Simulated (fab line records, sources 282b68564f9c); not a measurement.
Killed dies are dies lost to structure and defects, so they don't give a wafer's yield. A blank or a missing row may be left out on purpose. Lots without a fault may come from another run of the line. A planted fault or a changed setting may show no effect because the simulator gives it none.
fab line records | flow rit_cmos
record lots=14 wafers=42 last_day=7
route steps=202 shown CONTACT@175 M1@202
lots that met no fault: from a run of the same line without faults
start_h: hours from the record's first day to the start of the lot's first wafer shown | wait_h: hours since the lot's step before | " the same as in the row above | L1.1+2: a row that stands for several wafers | - no value, or no start given | * or withheld: withheld | < > ~ a bound
route shown NAME@n: a module of which the file shows steps, and the number in the route of the first | usual: mean/standard deviation of fault-free wafers | same: alike in all rows | chamber/n: place in a boat | sites: the reading at each site | _std_site: their standard deviation | _edge_site: outer sites' mean less inner sites' | radius_mm: how far each site lies from the wafer's centre | mask NAME#n: copy n | behind: the tool/chamber that last shaped the wafer | hold: why the lot was held/for how many hours/how that ended | device: the transistor (n, p or np) that didn't switch | end of line: the same wafers' tests at the end of the route | a step without rows: its recipe alone | killed: dies lost to structure and defects at the first sort, not the wafer's yield | map: a wafer's dies, x killed, . not, _ none there
set.NAME: the setting as run; set.NAME@STEP: as run at that earlier step | model.NAME: the simulator's own value behind a step, which no gauge read
steps of the route over a sample of lots; a table a step, a row a wafer
## steps
# step RIT_CONTACT_DEVELOP_07
# recipe resist=NOVOLAK develop_time_s=120 dev_temp_c=23
# usual developer_temp_C=23.01/0.097
# columns lot.wafer tool chamber start_h wait_h developer_temp_C
L432.1 litho_track-03 0 54 - 23.09
L432.3 " 0 " " 23.08
L432.5 " 0 " " 22.99
L435.3 litho_track-04 0 71 - 22.88
L435.4 " 0 " " 22.91
L435.6 " 0 " " 22.89
L436.1 litho_track-03 0 74 - 22.94
L436.2 " 0 " " 23.01
L436.6 " 0 " " 23.10
L437.3 litho_track-02 0 83 - 23.03
L437.4 " 0 " " 22.95
L437.6 " 0 " " 23.02
L438.1 litho_track-04 0 86 - 22.90
L438.2 " 0 " " 22.93
L438.3 " 0 " " 22.94
L440.3 litho_track-03 0 96 - 23.00
L440.4 " 0 " " 23.04
L440.5 " 0 " " 22.98
L441.1 litho_track-04 0 102 - 25.38
L441.4 " 0 " " 25.39
L441.6 " 0 " " 25.47
L442.1 litho_track-04 0 107 - 25.12
L442.5 " 0 " " 25.22
L442.6 " 0 " " 25.35
L443.2 litho_track-03 0 109 - 22.88
L443.3 " 0 " " 22.98
L443.4 " 0 " " 22.87
L447.3 litho_track-03 0 134 - 22.86
L447.4 " 0 " " 22.92
L447.6 " 0 " " 22.88
L449.4 litho_track-03 0 143 - 22.90
L449.5 " 0 " " 22.95
L449.6 " 0 " " 22.99
L451.1 litho_track-02 0 155 - 23.15
L451.2 " 0 " " 23.04
L451.4 " 0 " " 22.96
L454.3 litho_track-04 0 168 - 22.96
L454.5 " 0 " " 23.03
L454.6 " 0 " " 23.04
L455.3 litho_track-04 0 172 - 22.94
L455.4 " 0 " " 23.00
L455.5 " 0 " " 23.01
# step RIT_CONTACT_CD_MEAS_08
# recipe target_cd_nm=1000
# usual cd_nm=1000.1/2
# columns lot.wafer tool chamber start_h wait_h cd_nm
L432.1 cd_sem-02 - 54.59 - 1000.1
L432.3 " - " " 999.9
L432.5 " - " " 998.9
L435.3 cd_sem-01 - 71.39 - 1000.2
L435.4 " - " " 999.3
L435.6 " - " " 997.6
L436.1 cd_sem-02 - 74.39 - 998.0
L436.2 " - " " 997.6
L436.6 " - " " 999.4
L437.3 cd_sem-02 - 83.86 - 1001.6
L437.4 " - " " 1003.1
L437.6 " - " " 1003.7
L438.1 cd_sem-01 - 86.77 - 994.2
L438.2 " - " " 996.0
L438.3 " - " " 997.7
L440.3 cd_sem-02 - 96.72 - 1004.9
L440.4 " - " " 1002.6
L440.5 " - " " 1002.8
L441.1 cd_sem-02 - 102.87 - 985.7
L441.4 " - " " 986.1
L441.6 " - " " 987.1
L442.1 cd_sem-02 - 107.64 - 989.2
L442.5 " - " " 989.4
L442.6 " - " " 989.3
L443.2 cd_sem-02 - 110.06 - 1002.4
L443.3 " - " " 1003.3
L443.4 " - " " 1001.5
L447.3 cd_sem-02 - 134.77 - 998.8
L447.4 " - " " 999.2
L447.6 " - " " 998.5
L449.4 cd_sem-02 - 143.67 - 997.0
L449.5 " - " " 998.9
L449.6 " - " " 999.0
L451.1 cd_sem-02 - 155.73 - 1001.2
L451.2 " - " " 998.3
L451.4 " - " " 1000.1
L454.3 cd_sem-02 - 168.64 - 1001.5
L454.5 " - " " 1000.1
L454.6 " - " " 1000.1
L455.3 cd_sem-02 - 172.33 - 999.9
L455.4 " - " " 998.7
L455.5 " - " " 1000.5
# step RIT_M1_PROBE_99
# usual killed_at_contacts=0.0/0.16 killed_at_front_end=6.9/2.9 killed_dies=7.0/2.9 killed_open=3.4/2.1 killed_short=3.5/1.8
# same gross_dies=264 killed_at_M0_to_M3=0 killed_at_M4_up=0 killed_at_back_side=0 killed_at_other=0
# columns lot.wafer tool chamber start_h wait_h killed_at_contacts killed_at_front_end killed_dies killed_open killed_short
L447.3 prober-02 - 140.05 0.2 0 9 9 4 5
L447.4 prober-02 - 140.10 0.2 0 9 9 3 6
L447.6 prober-02 - 140.20 0.2 0 8 8 3 5
# killed by level:class
L447.3 FOX1:geometric_particle:short=2 GATE:geometric_particle:short=2 SPACER:geometric_particle:open=2 FOX2:geometric_particle:open=1 GATE:geometric_particle:open=1 REOX:geometric_particle:short=1
L447.4 GATE:geometric_particle:short=2 ACTIVE:geometric_particle:open=1 FOX1:geometric_particle:short=1 FOX2:geometric_particle:open=1 FOX2:geometric_particle:short=1 GATE:geometric_particle:open=1 REOX:geometric_particle:short=1 SPACER:geometric_particle:short=1
L447.6 GATE:geometric_particle:short=3 FOX1:geometric_particle:open=1 REOX:geometric_particle:open=1 SPACER:geometric_particle:short=1 SPACER:geometric_particle:open=1 SILICIDE:geometric_particle:short=1
## key
first_sign step=RIT_CONTACT_DEVELOP_07 reading=developer_temp_C direction=up sigmas=24 usual=* struck=*
effect step=RIT_CONTACT_CD_MEAS_08 reading=cd_nm direction=down sigmas=6.1 usual=1000.1 struck=987.8 through=control_loop
met_at RIT_CONTACT_DEVELOP_07
struck_lots L441,L442
tester_left_out L441,L442
loop_trim step=RIT_CONTACT_EXPOSE_05 setting=dose lots=L442
onset_between 86 102
fault kind=process_parameter_drift tool=litho_track-04 chamber=- onset_h=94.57 steps=RIT_CONTACT_DEVELOP_07 channel=dev_temp_c offset=* shape=step end_h=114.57 acts_in=* stated=*
# tester_left_out: of these lots the tester's yield and bins aren't shown, on N5 and GAA mostly nor the transistor test; their killed dies are dies lost to structure and defects alone, not to doping, threshold or leakage, so they don't give the yield
# loop_trim: a control loop set the setting to another value than it would have without faults
